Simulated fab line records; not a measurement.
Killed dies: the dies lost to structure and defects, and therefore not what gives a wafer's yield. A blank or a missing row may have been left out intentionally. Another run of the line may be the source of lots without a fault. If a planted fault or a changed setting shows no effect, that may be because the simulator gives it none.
fab line records ; flow rit-cmos
[record] lots = 15; wafers = 45; last-day = 7
route steps=202 shown NWELL@36 M1@202
lots untouched by any fault: they come from a run of this same line in which no faults occurred
start-h: the number of hours between the record's first day and the start of the first shown wafer of the lot ; wait-h: hours from the lot's prior step to this one ; " identical to the entry in the row above ; L1.1+2: a single row standing in for several wafers ; - value missing, or start not given ; * or withheld: withheld ; < > ~ a bound
route shown NAME@n: NAME is a module with steps in the file, n the number in the route of the first one ; usual: the fault-free wafers' mean and standard deviation ; same: alike in all rows ; chamber/n: place in a boat ; sites: each site's reading ; _std_site: the values' standard deviation ; _edge_site: mean of outer sites minus mean of inner sites ; radius-mm: for every site, how far away it sits from the centre of the wafer ; mask NAME#n: copy n ; behind: the last tool/chamber to shape the wafer ; hold: cause of the lot's hold/its duration in hours/its outcome ; device: names the non-switching transistor (n, p or np) ; end of line: the route-end tests of the same wafers ; a step with no rows: only its recipe ; killed: count of dies lost to structure and defects at first sort (not the wafer's yield) ; map: shows each die of a wafer: x if killed, . if not, _ if none is there
set.NAME: the setting the step ran with; set.NAME@STEP: the setting that earlier step ran with ; model.NAME: the simulator's own value behind a step, which no gauge read
steps of the route over a sample of lots; a table a step, a row a wafer
services: when a tool's chamber went out of use (start-h, in hours from the record's first day, below 0 if earlier), for how many hours, and the reason
[[steps]]
[step RIT_NWELL_IMPLANT_08]
[recipe] species = P; energy-kev = 170; dose-cm2 = 5e+13; tilt-deg = 7
[usual] beam-energy-keV = 170.00/0.057; dose-ions-cm2 = 5e+13/5.8e+10; end-station-pressure-torr = 5.12e-06/2.5e-07; faraday-current-uA = 158/3
lot.wafer;tool;chamber;start-h;wait-h;beam-energy-keV;dose-ions-cm2;end-station-pressure-torr;faraday-current-uA
L109.4;implanter-03;0;21.79;0.2;169.97;4.999e+13;5.18e-06;155
L109.5;implanter-03;0;21.79;0.2;169.95;5.004e+13;5.18e-06;166
L109.6;implanter-03;0;21.79;0.2;170.01;4.996e+13;5.06e-06;156
L111.2;implanter-04;0;30.56;0.2;170.03;4.995e+13;5.34e-06;157
L111.3;implanter-04;0;30.56;0.2;170.01;4.991e+13;5.7e-06;158
L111.4;implanter-04;0;30.56;0.2;169.97;4.992e+13;5.11e-06;161
L112.4;implanter-04;0;37.04;0.2;169.94;5.001e+13;4.88e-06;159
L112.5;implanter-04;0;37.04;0.2;169.94;5.007e+13;5.37e-06;159
L112.6;implanter-04;0;37.04;0.2;169.87;4.991e+13;5.02e-06;158
L113.4;implanter-04;0;41.41;0.2;170.04;5.007e+13;5.34e-06;157
L113.5;implanter-04;0;41.41;0.2;170.00;4.996e+13;4.96e-06;157
L113.6;implanter-04;0;41.41;0.2;170.08;4.991e+13;5.26e-06;160
L114.2;implanter-03;0;47.55;0.2;169.94;5e+13;5.7e-06;159
L114.4;implanter-03;0;47.55;0.2;169.98;5.002e+13;5.06e-06;161
L114.5;implanter-03;0;47.55;0.2;170.04;5.005e+13;4.77e-06;152
L116.1;implanter-01;0;56.43;0.2;169.99;5.001e+13;4.87e-06;160
L116.2;implanter-01;0;56.43;0.2;169.96;5e+13;4.94e-06;159
L116.4;implanter-01;0;56.43;0.2;169.94;4.996e+13;4.82e-06;155
L117.1;implanter-01;0;60.64;0.2;170.11;4.997e+13;5.46e-06;163
L117.4;implanter-01;0;60.64;0.2;170.07;4.997e+13;5.2e-06;160
L117.6;implanter-01;0;60.64;0.2;170.11;4.991e+13;5.06e-06;155
L118.2;implanter-04;0;65.79;0.2;170.04;5.809e+13;5.59e-06;179
L118.5;implanter-04;0;65.79;0.2;170.04;5.804e+13;4.79e-06;186
L118.6;implanter-04;0;65.79;0.2;170.11;5.806e+13;5.3e-06;183
L121.2;implanter-04;0;81.56;0.2;170.06;5.804e+13;5.17e-06;181
L121.3;implanter-04;0;81.56;0.2;170.02;5.795e+13;5.47e-06;189
L121.6;implanter-04;0;81.56;0.2;170.09;5.798e+13;4.79e-06;181
L122.1;implanter-04;0;86.25;0.2;170.00;5.811e+13;5.02e-06;187
L122.2;implanter-04;0;86.25;0.2;170.08;5.811e+13;5.02e-06;184
L122.3;implanter-04;0;86.25;0.2;169.99;5.803e+13;5.13e-06;184
L124.1;implanter-01;0;95.71;0.2;170.11;5.004e+13;4.89e-06;155
L124.3;implanter-01;0;95.71;0.2;170.04;5.002e+13;5e-06;164
L124.4;implanter-01;0;95.71;0.2;170.05;5.002e+13;5.14e-06;168
L126.2;implanter-03;0;106.30;0.2;169.94;5.012e+13;4.88e-06;157
L126.3;implanter-03;0;106.30;0.2;170.09;5.011e+13;5.39e-06;159
L126.5;implanter-03;0;106.30;0.2;169.90;5.008e+13;5.28e-06;161
L129.1;implanter-01;0;122.34;0.2;169.94;4.983e+13;5.26e-06;158
L129.2;implanter-01;0;122.34;0.2;169.94;4.992e+13;4.8e-06;162
L129.3;implanter-01;0;122.34;0.2;169.94;4.993e+13;5.5e-06;155
L130.2;implanter-01;0;126.97;0.2;169.97;4.998e+13;5.14e-06;153
L130.4;implanter-01;0;126.97;0.2;169.97;4.996e+13;4.87e-06;155
L130.5;implanter-01;0;126.97;0.2;169.96;5.001e+13;5.24e-06;157
L131.3;implanter-03;0;131.38;0.2;170.00;5.002e+13;5.44e-06;158
L131.4;implanter-03;0;131.38;0.2;170.06;4.996e+13;5.14e-06;161
L131.5;implanter-03;0;131.38;0.2;170.08;4.997e+13;5.19e-06;161
[step RIT_NWELL_TW_MEAS_10]
[usual] NWELL_TW = 2146/12
lot.wafer;tool;chamber;start-h;wait-h;NWELL_TW
L109.4;film-metro-04;-;22.07;0.1;2121
L109.5;film-metro-04;-;22.07;0.1;2115
L109.6;film-metro-04;-;22.07;0.1;2127
L111.2;film-metro-03;-;30.87;0.1;2163
L111.3;film-metro-03;-;30.87;0.1;2164
L111.4;film-metro-03;-;30.87;0.1;2155
L112.4;film-metro-02;-;37.32;0.1;2151
L112.5;film-metro-02;-;37.32;0.1;2153
L112.6;film-metro-02;-;37.32;0.1;2140
L113.4;film-metro-02;-;41.69;0.1;2157
L113.5;film-metro-02;-;41.69;0.1;2150
L113.6;film-metro-02;-;41.69;0.1;2151
L114.2;film-metro-03;-;47.86;0.1;2158
L114.4;film-metro-03;-;47.86;0.1;2143
L114.5;film-metro-03;-;47.86;0.1;2160
L116.1;film-metro-02;-;56.76;0.1;2160
L116.2;film-metro-02;-;56.76;0.1;2159
L116.4;film-metro-02;-;56.76;0.1;2148
L117.1;film-metro-03;-;60.96;0.1;2162
L117.4;film-metro-03;-;60.96;0.1;2157
L117.6;film-metro-03;-;60.96;0.1;2158
L118.2;film-metro-02;-;66.10;0.1;2265
L118.5;film-metro-02;-;66.10;0.1;2268
L118.6;film-metro-02;-;66.10;0.1;2249
L121.2;film-metro-03;-;81.87;0.1;2247
L121.3;film-metro-03;-;81.87;0.1;2240
L121.6;film-metro-03;-;81.87;0.1;2259
L122.1;film-metro-03;-;86.58;0.1;2245
L122.2;film-metro-03;-;86.58;0.1;2253
L122.3;film-metro-03;-;86.58;0.1;2239
L124.1;film-metro-04;-;96.04;0.1;2145
L124.3;film-metro-04;-;96.04;0.1;2149
L124.4;film-metro-04;-;96.04;0.1;2152
L126.2;film-metro-03;-;106.61;0.1;2140
L126.3;film-metro-03;-;106.61;0.1;2134
L126.5;film-metro-03;-;106.61;0.1;2140
L129.1;film-metro-03;-;122.66;0.1;2153
L129.2;film-metro-03;-;122.66;0.1;2149
L129.3;film-metro-03;-;122.66;0.1;2151
L130.2;film-metro-03;-;127.28;0.1;2153
L130.4;film-metro-03;-;127.28;0.1;2156
L130.5;film-metro-03;-;127.28;0.1;2149
L131.3;film-metro-04;-;131.67;0.1;2139
L131.4;film-metro-04;-;131.67;0.1;2151
L131.5;film-metro-04;-;131.67;0.1;2160
[step RIT_WELLDRIVE_RS_MEAS_01]
[recipe] thk-meas-gauge = four-point-probe
[usual] NWELL_RS = 275.7/0.67
lot.wafer;tool;chamber;start-h;wait-h;NWELL_RS[ohm/sq]
L109.4;film-metro-02;-;29.22;0.1;275.1
L109.5;film-metro-02;-;29.22;0.1;276.3
L109.6;film-metro-02;-;29.22;0.1;275.7
L111.2;film-metro-03;-;37.58;0.0;275.6
L111.3;film-metro-03;-;37.58;0.0;275.3
L111.4;film-metro-03;-;37.58;0.0;274.6
L112.4;film-metro-04;-;44.19;0.1;276.0
L112.5;film-metro-04;-;44.19;0.1;275.8
L112.6;film-metro-04;-;44.19;0.1;276.3
L113.4;film-metro-02;-;48.54;0.1;275.1
L113.5;film-metro-02;-;48.54;0.1;275.3
L113.6;film-metro-02;-;48.54;0.1;276.1
L114.2;film-metro-02;-;54.69;0.0;276.0
L114.4;film-metro-02;-;54.69;0.0;275.2
L114.5;film-metro-02;-;54.69;0.0;274.9
L116.1;film-metro-03;-;63.45;0.0;276.2
L116.2;film-metro-03;-;63.45;0.0;275.1
L116.4;film-metro-03;-;63.45;0.0;275.4
L117.1;film-metro-03;-;68.53;0.0;275.7
L117.4;film-metro-03;-;68.53;0.0;275.2
L117.6;film-metro-03;-;68.53;0.0;274.8
L118.2;film-metro-04;-;72.81;0.0;251.4
L118.5;film-metro-04;-;72.81;0.0;251.5
L118.6;film-metro-04;-;72.81;0.0;252.0
L121.2;film-metro-04;-;88.60;0.0;252.2
L121.3;film-metro-04;-;88.60;0.0;252.4
L121.6;film-metro-04;-;88.60;0.0;251.6
L122.1;film-metro-03;-;93.40;0.0;253.0
L122.2;film-metro-03;-;93.40;0.0;251.3
L122.3;film-metro-03;-;93.40;0.0;252.2
L124.1;film-metro-02;-;103.41;0.0;275.5
L124.3;film-metro-02;-;103.41;0.0;276.0
L124.4;film-metro-02;-;103.41;0.0;275.7
L126.2;film-metro-03;-;113.62;0.0;275.8
L126.3;film-metro-03;-;113.62;0.0;275.6
L126.5;film-metro-03;-;113.62;0.0;275.7
L129.1;film-metro-02;-;129.52;0.0;277.5
L129.2;film-metro-02;-;129.52;0.0;276.8
L129.3;film-metro-02;-;129.52;0.0;276.8
L130.2;film-metro-03;-;133.99;0.0;275.2
L130.4;film-metro-03;-;133.99;0.0;275.2
L130.5;film-metro-03;-;133.99;0.0;276.4
L131.3;film-metro-04;-;138.51;0.0;274.7
L131.4;film-metro-04;-;138.51;0.0;275.7
L131.5;film-metro-04;-;138.51;0.0;275.5
[step RIT_M1_PROBE_99]
[usual] killed_at_M0_to_M3 = 0.0/0.14; killed-at-contacts = 0.1/0.23; killed-at-front-end = 7.3/2.9; killed-dies = 7.3/3; killed-open = 3.6/1.8; killed-short = 3.7/2.1
[same] gross-dies = 264; killed_at_M4_up = 0; killed-at-back-side = 0; killed-at-other = 0
lot.wafer;tool;chamber;start-h;wait-h;killed_at_M0_to_M3;killed-at-contacts;killed-at-front-end;killed-dies;killed-open;killed-short
L124.1;prober-01;-;134.08;0.1;0;0;7;7;3;4
L124.3;prober-01;-;134.18;0.2;0;0;9;9;5;4
L124.4;prober-01;-;134.23;0.2;0;0;5;5;2;3
// killed by level:class
L124.1 FOX1:geometric-particle:open=2 GATE:geometric-particle:short=2 FOX1:geometric-particle:short=1 FOX2:geometric-particle:short=1 REOX:geometric-particle:open=1
L124.3 GATE:geometric-particle:short=4 GATE:geometric-particle:open=2 REOX:geometric-particle:open=1 SPACER:geometric-particle:open=1 SILICIDE:geometric-particle:open=1
L124.4 GATE:geometric-particle:open=2 FOX1:geometric-particle:short=1 GATE:geometric-particle:short=1 REOX:geometric-particle:short=1
[[services]]
tool;chamber;start-h;hours;kind
implanter-04;-;17.28;8.2;pm
implanter-01;-;27.57;4.9;pm
implanter-03;-;34.26;3.4;repair
implanter-01;-;77.97;2.8;repair
[[key]]
[first-sign] step = RIT_NWELL_IMPLANT_08; reading = dose-ions-cm2; direction = up; sigmas = 99+; usual = 5e+13; struck = 5.804e+13
[effect] step = RIT_NWELL_IMPLANT_08; reading = faraday-current-uA; direction = up; sigmas = 8.4; usual = 158; struck = 184
[effect] step = RIT_NWELL_TW_MEAS_10; reading = NWELL_TW; direction = up; sigmas = 9.2; usual = 2146; struck = 2252
[effect] step = RIT_WELLDRIVE_RS_MEAS_01; reading = NWELL_RS; direction = down; sigmas = 36; usual = 275.7; struck = 252.0
met-at RIT_NWELL_IMPLANT_08
struck-lots L118,L121,L122
tester-left-out L118,L121,L122
[loop-trim] step = RIT_M1_EXPOSE_06; setting = dose; lots = L121,L122
onset-between 41.41 65.79
[fault] kind = process-parameter-drift; tool = implanter-04; chamber = -; onset-h = 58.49; steps = RIT_NWELL_IMPLANT_08; channel = dose-cm2; offset = 8e+12; shape = step; end-h = 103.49; acts-in = these-recipes-only; stated = 5e+13
// tester-left-out: of these lots the tester's yield and bins aren't shown, on N5 and GAA mostly nor the transistor test; their killed dies are dies lost to structure and defects alone, not to doping, threshold or leakage, so they don't give the yield
// loop-trim: a control loop set the setting to another value than it would have without faults
